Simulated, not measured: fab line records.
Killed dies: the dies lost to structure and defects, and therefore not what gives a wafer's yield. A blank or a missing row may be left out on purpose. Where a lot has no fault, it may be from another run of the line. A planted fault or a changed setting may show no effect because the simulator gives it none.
Matching of chambers | flow berkeley cmos170 | UCB170_V2_CMP_02 on cmp-02: 4 sister chambers
The step polishes SiO2. 4 wafers are shown with their chamber, then 7 later ones without.

## WAFERS WITH THEIR CHAMBER
wafer  | chamber | motor current A (A)
L199.4 | 0       | 16.8
L196.2 | 1       | 16.3
L202.4 | 2       | 17.6
L202.5 | 3       | 17.9

## WAFERS WITHOUT THEIR CHAMBER
wafer  | motor current A (A)
L202.6 | 18.4
L204.1 | 17.5
L204.2 | 18.2
L204.3 | 17.1
L207.1 | 18.4
L207.3 | 16.7
L207.6 | 16.2

## CHAMBER TAKEN BY EACH
wafer  | from the rows above               | in truth
L202.6 | can't be placed: 3 or 2           | 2
L204.1 | can't be placed: 2 or 3 or 0      | 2
L204.2 | can't be placed: 3 or 2           | 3
L204.3 | can't be placed: 0 or 2 or 3 or 1 | 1
L207.1 | can't be placed: 3 or 2           | 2
L207.3 | can't be placed: 0 or 1           | 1
L207.6 | can't be placed: 1 or 0           | 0
Correctly placed: 0 of 7. Cannot be placed on the basis of these rows: 7; the candidates contain the true chamber in 7. Number placed wrongly: 0.
How it was worked out, from the rows above alone: a wafer's distance from a chamber is the root of the sum, over the readings, of the square of ((its reading less the chamber's mean) divided by the reading's scatter). The wafer belongs to the nearest chamber; if the next one is less than 2 further off, it can't be placed. The mean given for a chamber averages the wafers shown for that chamber. The scatter (one wafer shown for each chamber): square how far every hidden wafer sits from the nearest shown wafer, average those squares and take the square root.
